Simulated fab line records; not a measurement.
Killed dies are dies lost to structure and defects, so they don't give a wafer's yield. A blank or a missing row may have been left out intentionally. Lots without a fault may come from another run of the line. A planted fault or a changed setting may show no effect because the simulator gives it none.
Which tool was responsible? / flow rit-cmos / route of 202 steps, sampled at 1 step: 14 lots, 42 wafers

WHAT THE GAUGES SHOWED, per wafer
The record lacks any reading of a measuring or inspecting step that a usual standard deviation could be used to judge.

WHICH TOOL RAN EACH LOT (tool, then ch and the chambers of the sampled wafers, then the start)
lot=L962; RIT_ACTIVE_ETCH_13=rie-diel-01 ch 1,2,3, day 1 19:43
lot=L965; RIT_ACTIVE_ETCH_13=rie-diel-01 ch 0,2,3, day 2 10:50
lot=L966; RIT_ACTIVE_ETCH_13=rie-diel-02 ch 1,3, day 2 15:43
lot=L967; RIT_ACTIVE_ETCH_13=rie-diel-04 ch 0,1, day 2 20:43
lot=L968; RIT_ACTIVE_ETCH_13=rie-diel-04 ch 1,2,3, day 3 01:53
lot=L969; RIT_ACTIVE_ETCH_13=rie-diel-04 ch 0,1, day 3 06:50
lot=L970; RIT_ACTIVE_ETCH_13=rie-diel-01 ch 0,1,2, day 3 11:56
lot=L971; RIT_ACTIVE_ETCH_13=rie-diel-02 ch 0,1,2, day 3 17:31
lot=L972; RIT_ACTIVE_ETCH_13=rie-diel-02 ch 2,3, day 3 21:43
lot=L975; RIT_ACTIVE_ETCH_13=rie-diel-01 ch 0,1, day 4 12:50
lot=L977; RIT_ACTIVE_ETCH_13=rie-diel-02 ch 0,3, day 4 22:50
lot=L982; RIT_ACTIVE_ETCH_13=rie-diel-02 ch 0,1, day 5 23:52
lot=L983; RIT_ACTIVE_ETCH_13=rie-diel-01 ch 0,1, day 6 04:50
lot=L984; RIT_ACTIVE_ETCH_13=rie-diel-04 ch 0,1,2, day 6 10:17
- RIT_ACTIVE_ETCH_13: etches Si3N4 in SF6, stops on SiO2, time 210 s, target depth 210 nm.

WHAT THE TOOLS THEMSELVES READ (means of the sampled wafers that have a number; where no wafer has one, the mark that the record gives instead)
RIT_ACTIVE_ETCH_13. Usual: SF6_flow_sccm 199.9 sccm, standard deviation 0.62; drypump-motor-current-A 5.6 A, standard deviation 0.35; oes-product-au 0.823 a.u., standard deviation 0.011; run-length-s 238.4 s, standard deviation 0.37; throttle-valve-pct 7.52 %, standard deviation 0.12.
lot=L962; tool=rie-diel-01; SF6_flow_sccm (sccm)=200.2; drypump-motor-current-A (A)=5.2; oes-product-au (a.u.)=0.820; run-length-s (s)=238.1; throttle-valve-pct (%)=7.52; flag=
lot=L965; tool=rie-diel-01; SF6_flow_sccm (sccm)=200.5; drypump-motor-current-A (A)=5.4; oes-product-au (a.u.)=0.823; run-length-s (s)=238.3; throttle-valve-pct (%)=7.59; flag=
lot=L966; tool=rie-diel-02; SF6_flow_sccm (sccm)=199.3; drypump-motor-current-A (A)=6.1; oes-product-au (a.u.)=0.819; run-length-s (s)=238.8; throttle-valve-pct (%)=7.60; flag=
lot=L967; tool=rie-diel-04; SF6_flow_sccm (sccm)=200.7; drypump-motor-current-A (A)=5.6; oes-product-au (a.u.)=0.819; run-length-s (s)=238.2; throttle-valve-pct (%)=7.43; flag=
lot=L968; tool=rie-diel-04; SF6_flow_sccm (sccm)=199.5; drypump-motor-current-A (A)=5.5; oes-product-au (a.u.)=0.838; run-length-s (s)=238.3; throttle-valve-pct (%)=7.53; flag=
lot=L969; tool=rie-diel-04; SF6_flow_sccm (sccm)=199.9; drypump-motor-current-A (A)=5.8; oes-product-au (a.u.)=0.818; run-length-s (s)=238.4; throttle-valve-pct (%)=7.37; flag=
lot=L970; tool=rie-diel-01; SF6_flow_sccm (sccm)=200.0; drypump-motor-current-A (A)=5.2; oes-product-au (a.u.)=0.818; run-length-s (s)=238.0; throttle-valve-pct (%)=7.48; flag=
lot=L971; tool=rie-diel-02; SF6_flow_sccm (sccm)=200.3; drypump-motor-current-A (A)=5.8; oes-product-au (a.u.)=0.816; run-length-s (s)=238.8; throttle-valve-pct (%)=7.53; flag=
lot=L972; tool=rie-diel-02; SF6_flow_sccm (sccm)=199.9; drypump-motor-current-A (A)=6.1; oes-product-au (a.u.)=0.825; run-length-s (s)=238.6; throttle-valve-pct (%)=7.55; flag=
lot=L975; tool=rie-diel-01; SF6_flow_sccm (sccm)=199.7; drypump-motor-current-A (A)=5.3; oes-product-au (a.u.)=0.828; run-length-s (s)=238.2; throttle-valve-pct (%)=7.46; flag=
lot=L977; tool=rie-diel-02; SF6_flow_sccm (sccm)=200.2; drypump-motor-current-A (A)=6.0; oes-product-au (a.u.)=0.788; run-length-s (s)=257.9; throttle-valve-pct (%)=7.65; flag=OFF
lot=L982; tool=rie-diel-02; SF6_flow_sccm (sccm)=199.9; drypump-motor-current-A (A)=5.7; oes-product-au (a.u.)=0.773; run-length-s (s)=257.7; throttle-valve-pct (%)=7.63; flag=OFF
lot=L983; tool=rie-diel-01; SF6_flow_sccm (sccm)=200.8; drypump-motor-current-A (A)=5.4; oes-product-au (a.u.)=0.817; run-length-s (s)=238.2; throttle-valve-pct (%)=7.47; flag=
lot=L984; tool=rie-diel-04; SF6_flow_sccm (sccm)=199.9; drypump-motor-current-A (A)=5.7; oes-product-au (a.u.)=0.827; run-length-s (s)=238.2; throttle-valve-pct (%)=7.43; flag=

THE ANSWER, worked out from the rows above alone
Rule: a lot counts as off when the mean over its wafers that have a number is more than 3 standard deviations away from the usual mean. A lot without any number at a reading at which 4 lots or more have one is off too. All remaining lots with rows at the step are treated as sound. Order of review: gauges by route order, followed by the tools' own readings, for which a lot's mean as printed above is used. At the first step where some lot is off, the reading lying furthest off is the one used; lots without a number count as furthest.
Off: L977, L982, at RIT_ACTIVE_ETCH_13 (run-length-s).
If a tool, at that step or one of the process steps before it, ran each lot that is off and ran no sound lot following the first of them, it fits. One candidate fits, namely rie-diel-02 at RIT_ACTIVE_ETCH_13. A fault onset in the window from L972 (day 3 21:43, its last sound lot) to L977 (day 4 22:50, its first lot off) fits.
The tool's own readings at RIT_ACTIVE_ETCH_13 bear it out: on the lots that are off they differ by more than 5 times the standard deviation of the sound lots' means. oes-product-au reads 0.780 a.u. there against 0.822 a.u. on the sound lots; run-length-s reads 257.8 s there against 238.3 s on the sound lots.

WHAT HAD BEEN PUT IN BY THE SIMULATOR
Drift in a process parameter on rie-diel-02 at RIT_ACTIVE_ETCH_13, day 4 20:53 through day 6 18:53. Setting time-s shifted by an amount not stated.
Shown lots that were struck: L977, L982. The same result came from the rule above.
